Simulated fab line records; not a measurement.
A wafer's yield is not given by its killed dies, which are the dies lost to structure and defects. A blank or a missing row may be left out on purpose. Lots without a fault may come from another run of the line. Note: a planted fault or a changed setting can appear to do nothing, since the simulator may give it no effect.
fab line records	flow berkeleyCmos170
record: lots: 7	wafers: 21	lastDay: 12
route steps=331 shown CONTACT@221
lots with no fault: from the same line, run without faults
startH: hours from the record's first day to the start of the lot's first wafer shown	waitH: hours since the lot's step before	" repeats the value in the row above	L1.1+2: a single row standing in for several wafers	- either no value or no given start	* or withheld: withheld	< > ~ a bound
route shown NAME@n: a module of which the file shows steps, and the number in the route of the first	usual: average and standard deviation across the fault-free wafers	same: alike in all rows	chamber/n: place in a boat	sites: readings site by site	_std_site: their standard deviation	_edge_site: inner sites' mean taken away from outer sites' mean	radiusMm: for every site, how far away it sits from the centre of the wafer	mask NAME#n: copy n	behind: tool/chamber where the wafer was last shaped	hold: why the lot went on hold/how many hours it stayed there/how the hold came to an end	device: names the non-switching transistor (n, p or np)	end of line: the tests these same wafers got at the end of their route	where a step has no rows: the recipe by itself	killed: dies that structure and defects cost at the first sort, which is not the same as the wafer's yield	map: dies across one wafer; x = killed, . = not, _ = none there
set.NAME: setting as actually run; set.NAME@STEP: the setting as run at that earlier step	model.NAME: the simulator's own value behind a step, which no gauge read
certain route steps with their lots: each step a table, each wafer a row
services: from which hour (startH, from the record's first day; less than 0 if before it) a tool's chamber was out of use, for how many hours, and why
== steps ==
step: UCB170_CONTACT_SOFTBAKE_05
recipe: resist: KrF	tempC: 130	timeS: 60
step: UCB170_CONTACT_STRIP_06
recipe: chemistry: O2	powerW: 400	pressureMtorr: 3500	platenTempC: withheld	o2FlowSccm: 400	overashFraction: 0.5
usual: drypumpMotorCurrentA: 5.7/0.56	oesProductAu: 0.735/0.0047	stripTimeToEndpointS: 21.99/0.059
lot.wafer	tool	chamber	startH	waitH	drypumpMotorCurrentA	oesProductAu	rfHoursCounterH	stripTimeToEndpointS
L899.1	plasmaAsher-02	0	165.75	0.1	5.6	0.733	40	22.04
L899.2	"	1	"	"	5.9	0.736	40	22.08
L899.5	"	0	"	"	5.6	0.737	-	22.05
L898.1	plasmaAsher-01	0	175.34	0.1	6.5	0.737	7	21.93
L898.2	"	1	"	"	5.6	0.741	7	21.97
L898.6	"	1	"	"	5.7	0.733	-	21.93
L902.3	plasmaAsher-02	1	175.50	0.1	5.9	0.737	-	21.97
L902.4	"	0	"	"	5.6	0.735	-	21.95
L902.6	"	0	"	"	5.5	0.734	-	21.97
L901.3	plasmaAsher-01	0	175.62	0.1	6.5	0.730	-	22.04
L901.4	"	1	"	"	5.6	0.734	-	21.96
L901.6	"	1	"	"	5.7	0.740	-	21.99
L912.1	plasmaAsher-04	0	240.28	0.1	5.9	0.739	53	21.92
L912.3	"	0	"	"	5.9	0.736	-	21.97
L912.6	"	1	"	"	4.8	0.728	-	22.01
L913.1	plasmaAsher-01	0	257.23	0.1	6.5	0.732	16	21.86
L913.3	"	0	"	"	6.5	0.736	-	21.97
L913.5	"	0	"	"	6.6	0.741	-	21.91
L914.4	plasmaAsher-04	1	257.27	0.1	4.8	0.731	-	21.96
L914.5	"	0	"	"	5.9	0.741	-	21.90
L914.6	"	1	"	"	4.8	0.736	-	21.94
step: UCB170_CONTACT_CLEAN_07
recipe: chemistry: SPM	tempC: 120	timeS: 600
step: UCB170_CONTACT_RTA_08
recipe: tempC: 900	timeS: 10	ambient: N2
usual: lampPowerPct: 24.1/0.87	wafer_temp_C_max: 903.8/0.74
lot.wafer	tool	chamber	startH	waitH	lampPowerPct	wafer_temp_C_max
L899.1	rtpAnneal-01	0	166.02	0.0	23.3	904.1
L899.2	"	0	"	"	23.3	904.2
L899.5	"	0	"	"	23.3	903.5
L898.1	rtpAnneal-02	0	175.62	0.0	25.1	903.4
L898.2	"	0	"	"	25.0	902.9
L898.6	"	0	"	"	25.1	904.1
L902.3	rtpAnneal-01	0	175.77	0.0	23.3	903.8
L902.4	"	0	"	"	23.3	904.4
L902.6	"	0	"	"	23.3	904.9
L901.3	rtpAnneal-02	0	175.89	0.0	25.0	903.0
L901.4	"	0	"	"	25.1	903.6
L901.6	"	0	"	"	25.1	902.7
L912.1	rtpAnneal-02	0	241.79	0.0	25.1	902.3
L912.3	"	0	"	"	25.0	903.1
L912.6	"	0	"	"	25.1	903.6
L913.1	rtpAnneal-02	0	257.78	0.0	25.1	903.6
L913.3	"	0	"	"	25.1	903.1
L913.5	"	0	"	"	25.1	902.2
L914.4	rtpAnneal-01	0	257.82	0.0	23.3	904.4
L914.5	"	0	"	"	23.3	904.5
L914.6	"	0	"	"	23.3	904.9
step: UCB170_CONTACT_COAT_09
recipe: resist: BARC	tempC: withheld	timeS: withheld	spinRpm: 3000	resistThkNm: withheld
step: UCB170_CONTACT_COAT_10
recipe: resist: KrF	spinRpm: 1500	resistThkNm: 900
step: UCB170_CONTACT_SOFTBAKE_11
recipe: resist: KrF	tempC: 130.6	timeS: 60
step: UCB170_CONTACT_EXPOSE_12
recipe: maskId: CONT	targetCdNm: 700	na: 0.5	sigmaOuter: 0.6	sourceShape: conventional	doseMj: 35
step: UCB170_CONTACT_PEB_13
recipe: pebTempC: 130	pebTimeS: withheld	resist: KrF
step: UCB170_CONTACT_DEVELOP_14
recipe: developer: TMAH	developTimeS: 45	resist: KrF	devTempC: 21
step: UCB170_CONTACT_CD_MEAS_15
recipe: targetCdNm: 700
usual: cdNm: 700.2/1.5
lot.wafer	tool	chamber	startH	waitH	cdNm
L899.1	cdSem-01	-	167.47	-	697.6
L899.2	"	-	"	"	698.5
L899.5	"	-	"	"	698.6
L898.1	cdSem-02	-	177.24	-	702.0
L898.2	"	-	"	"	701.9
L898.6	"	-	"	"	702.1
L902.3	cdSem-01	-	177.41	-	702.0
L902.4	"	-	"	"	701.2
L902.6	"	-	"	"	701.9
L901.3	cdSem-01	-	177.69	-	698.9
L901.4	"	-	"	"	698.5
L901.6	"	-	"	"	698.7
L912.1	cdSem-01	-	243.40	-	699.4
L912.3	"	-	"	"	701.5
L912.6	"	-	"	"	701.1
L914.4	cdSem-01	-	258.88	-	702.2
L914.5	"	-	"	"	702.2
L914.6	"	-	"	"	702.7
L913.1	cdSem-02	-	259.12	-	698.8
L913.3	"	-	"	"	699.4
L913.5	"	-	"	"	699.9
step: UCB170_CONTACT_OVL_MEAS_16
usual: CONTACT_OVL: 1/4.6
lot.wafer	tool	chamber	startH	waitH	CONTACT_OVL[nm]
L899.1	overlay-02	-	167.59	0.1	-5
L899.2	"	-	"	"	7
L899.5	"	-	"	"	1
L898.1	overlay-02	-	177.36	0.1	11
L898.2	"	-	"	"	7
L898.6	"	-	"	"	5
L902.3	overlay-02	-	177.50	0.1	-5
L902.4	"	-	"	"	-7
L902.6	"	-	"	"	7
L901.3	overlay-02	-	177.78	0.1	2
L901.4	"	-	"	"	1
L901.6	"	-	"	"	-3
L912.1	overlay-02	-	243.52	0.1	0
L912.3	"	-	"	"	3
L912.6	"	-	"	"	-4
L914.4	overlay-01	-	258.96	0.1	2
L914.5	"	-	"	"	8
L914.6	"	-	"	"	-1
L913.1	overlay-02	-	259.24	0.1	8
L913.3	"	-	"	"	-5
L913.5	"	-	"	"	1
step: UCB170_CONTACT_ETCH_17
recipe: chemistry: N2/H2	targetDepthA: withheld	overetchA: withheld	target: BARC	timeS: withheld	sourceW: 500	biasW: 100	pressureMtorr: 30	n2FlowSccm: 100	h2FlowSccm: 200
usual: biasW: 100.0/0.31	chamberPressureMTorr: 30.00/0.035	drypumpMotorCurrentA: 5.7/0.57	oesProductAu: 0.991/0.029	throttleValvePct: 13.32/0.13
lot.wafer	tool	chamber	startH	waitH	biasW	chamberPressureMTorr	drypumpMotorCurrentA	oesProductAu	throttleValvePct
L899.1	rieDiel-01	3	167.63	0.0	100.4	29.99	5.3	1.008	13.22
L899.2	"	0	"	"	99.6	29.99	6.5	0.996	13.30
L899.5	"	1	"	"	99.7	29.97	5.5	1.018	13.21
L898.1	rieDiel-02	1	177.40	0.0	-	-	-	-	-
L898.2	"	0	"	"	-	-	-	-	-
L898.6	"	1	"	"	-	-	-	-	-
L902.3	rieDiel-04	2	177.53	0.0	-	-	-	-	-
L902.4	"	3	"	"	-	-	-	-	-
L902.6	"	1	"	"	-	-	-	-	-
L901.3	rieDiel-02	2	177.80	0.0	-	-	-	-	-
L901.4	"	1	"	"	-	-	-	-	-
L901.6	"	0	"	"	-	-	-	-	-
L912.1	rieDiel-04	2	243.55	0.0	99.9	30.02	5.8	0.974	13.51
L912.3	"	1	"	"	100.0	30.01	5.4	0.999	13.23
L912.6	"	1	"	"	99.7	29.97	5.4	1.007	13.24
L914.4	rieDiel-02	2	258.98	0.0	100.1	30.03	4.9	1.009	13.11
L914.5	"	1	"	"	100.4	29.95	5.8	1.052	13.23
L914.6	"	2	"	"	100.2	29.99	4.9	1.007	13.11
L913.1	rieDiel-04	2	259.27	0.0	100.3	30.02	5.8	0.975	13.49
L913.3	"	1	"	"	99.8	29.95	5.4	0.992	13.25
L913.5	"	2	"	"	100.2	30.00	5.8	0.980	13.51
step: UCB170_CONTACT_ETCH_18
recipe: chemistry: CHF3/CF4/Ar	target: PSG	stopOn: TiSi2	CHF3_flow_sccm: 45	cf4FlowSccm: 15	Ar_flow_sccm: 150	pressureMtorr: 200	rfW: 700	targetDepthA: 8400	overEtchFrac: 0.2	timeS: 195
usual: CHF3_flow_sccm: 45.00/0.13	cf4FlowSccm: 15.00/0.047	drypumpMotorCurrentA: 5.7/0.57	oesProductAu: 0.883/0.015	throttleValvePct: 6.91/0.066
lot.wafer	tool	chamber	startH	waitH	CHF3_flow_sccm	cf4FlowSccm	drypumpMotorCurrentA	oesProductAu	rfHoursCounterH	throttleValvePct
L899.1	rieDiel-01	3	-	-	44.92	15.05	5.3	0.898	132	6.86
L899.2	"	0	"	"	45.02	15.03	6.5	0.902	20	6.91
L899.5	"	1	"	"	45.04	15.02	5.5	0.892	-	6.85
L898.1	rieDiel-02	1	-	-	44.98	15.08	5.8	0.368	22	6.90
L898.2	"	0	"	"	45.09	14.91	4.8	0.359	10	6.95
L898.6	"	1	"	"	44.94	15.11	5.8	0.380	-	6.89
L902.3	rieDiel-04	2	-	-	44.96	15.01	5.8	0.364	26	7.00
L902.4	"	3	"	"	45.21	15.05	6.3	0.364	147	7.01
L902.6	"	1	"	"	44.98	15.06	5.4	0.360	-	6.89
L901.3	rieDiel-02	2	-	-	45.12	15.02	4.9	0.373	89	6.82
L901.4	"	1	"	"	44.98	15.06	5.8	0.363	22	6.89
L901.6	"	0	"	"	44.76	15.05	4.8	0.365	-	6.94
L912.1	rieDiel-04	2	-	-	45.09	15.06	5.8	0.879	29	6.99
L912.3	"	1	"	"	44.97	14.97	5.4	0.883	13	6.89
L912.6	"	1	"	"	44.96	14.91	5.4	0.886	-	6.89
L914.4	rieDiel-02	2	-	-	45.01	15.02	4.9	0.893	93	6.82
L914.5	"	1	"	"	44.94	14.97	5.8	0.892	-	6.88
L914.6	"	2	"	"	44.96	14.98	4.9	0.900	-	6.82
L913.1	rieDiel-04	2	-	-	45.12	14.95	5.8	0.884	30	7.01
L913.3	"	1	"	"	44.91	15.09	5.4	0.878	15	6.89
L913.5	"	2	"	"	45.34	14.97	5.8	0.875	-	7.01
step: UCB170_CONTACT_STRIP_19
recipe: chemistry: O2	powerW: 400	pressureMtorr: 3500	platenTempC: withheld	o2FlowSccm: 400	overashFraction: 0.5
usual: drypumpMotorCurrentA: 5.6/0.52	oesProductAu: 0.726/0.005
lot.wafer	tool	chamber	startH	waitH	drypumpMotorCurrentA	oesProductAu	rfHoursCounterH
L899.1	plasmaAsher-02	0	167.80	-	5.5	0.726	40
L899.2	"	1	"	"	5.9	0.721	40
L899.5	"	1	"	"	5.9	0.726	-
L898.1	plasmaAsher-02	0	177.57	-	5.6	0.729	41
L898.2	"	1	"	"	5.9	0.726	41
L898.6	"	0	"	"	5.6	0.720	-
L902.3	plasmaAsher-01	0	177.73	-	6.5	0.729	-
L902.4	"	1	"	"	5.6	0.726	-
L902.6	"	1	"	"	5.6	0.727	-
L901.3	plasmaAsher-04	1	178.00	-	4.8	0.730	-
L901.4	"	0	"	"	5.9	0.720	-
L901.6	"	1	"	"	4.8	0.719	-
L912.1	plasmaAsher-02	1	243.72	-	5.9	0.722	46
L912.3	"	0	"	"	5.6	0.729	-
L912.6	"	1	"	"	5.9	0.723	-
L914.4	plasmaAsher-01	0	259.18	-	6.5	0.728	-
L914.5	"	1	"	"	5.7	0.721	-
L914.6	"	0	"	"	6.6	0.722	-
L913.1	plasmaAsher-02	0	259.44	-	5.5	0.719	47
L913.3	"	1	"	"	5.9	0.727	-
L913.5	"	1	"	"	5.9	0.726	-
step: UCB170_CONTACT_CD_MEAS_90
recipe: targetCdNm: 700
usual: cdNm: 700.2/1.8
lot.wafer	tool	chamber	startH	waitH	cdNm
L899.1	cdSem-02	-	167.98	0.1	699.0
L899.2	"	-	"	"	699.3
L899.5	"	-	"	"	698.5
L898.1	cdSem-02	-	177.67	0.1	-
L898.2	"	-	"	"	-
L898.6	"	-	"	"	-
L902.3	cdSem-01	-	177.83	0.1	-
L902.4	"	-	"	"	-
L902.6	"	-	"	"	-
L901.3	cdSem-01	-	178.11	0.1	-
L901.4	"	-	"	"	-
L901.6	"	-	"	"	-
L912.1	cdSem-01	-	243.82	0.1	699.2
L912.3	"	-	"	"	701.2
L912.6	"	-	"	"	700.6
L914.4	cdSem-02	-	259.31	0.1	702.6
L914.5	"	-	"	"	703.1
L914.6	"	-	"	"	703.2
L913.1	cdSem-02	-	259.54	0.1	698.6
L913.3	"	-	"	"	699.1
L913.5	"	-	"	"	699.0
step: UCB170_CONTACT_CLEAN_20
recipe: chemistry: SPM	tempC: 120	timeS: 600
== services ==
tool	chamber	startH	hours	kind
rieDiel-02	2	150.33	22.4	repair
rieDiel-02	1	156.60	2.7	repair
rieDiel-04	-	159.34	14.6	pm
rieDiel-04	3	185.35	-	clean
rieDiel-04	3	185.35	13.7	scheduledDown
rieDiel-04	3	185.35	13.7	ventCycle
rieDiel-04	1	195.86	9.6	repair
rieDiel-01	3	201.17	7.2	repair
plasmaAsher-02	-	228.23	14.6	pm
plasmaAsher-02	-	255.76	2.1	repair
== key ==
firstSign: step: UCB170_CONTACT_ETCH_17	reading: toolRecord	direction: missing
effect: step: UCB170_CONTACT_ETCH_18	reading: oesProductAu	direction: down	sigmas: 36	usual: 0.883	struck: 0.366
effect: step: UCB170_CONTACT_CD_MEAS_90	reading: cdNm	direction: missing
metAt UCB170_CONTACT_ETCH_17
struckWafers L898.1,L898.2,L898.6,L901.3,L901.4,L901.6,L902.3,L902.4,L902.6
laterRowsLeftOut L898.1,L898.2,L898.6,L901.3,L901.4,L901.6,L902.3,L902.4,L902.6
sortLeftOut L898.1,L898.2,L898.6,L901.3,L901.4,L901.6,L902.3,L902.4,L902.6
testerLeftOut L898,L901,L902
fault: kind: skippedStepWhole	tool: rieDiel-02,rieDiel-04	chamber: -	onsetH: 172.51	steps: UCB170_CONTACT_ETCH_17	scope: struckLotsOnly
testerLeftOut: of these lots the tester's yield and bins aren't shown, on N5 and GAA mostly nor the transistor test; their killed dies are dies lost to structure and defects alone, not to doping, threshold or leakage, so they don't give the yield
sortLeftOut: the simulated sort isn't trusted on such a fault, so these wafers' sort isn't shown, and their yield isn't known
laterRowsLeftOut: the simulator's readings of these wafers behind a module that went badly wrong aren't trusted and aren't shown, but for the sort
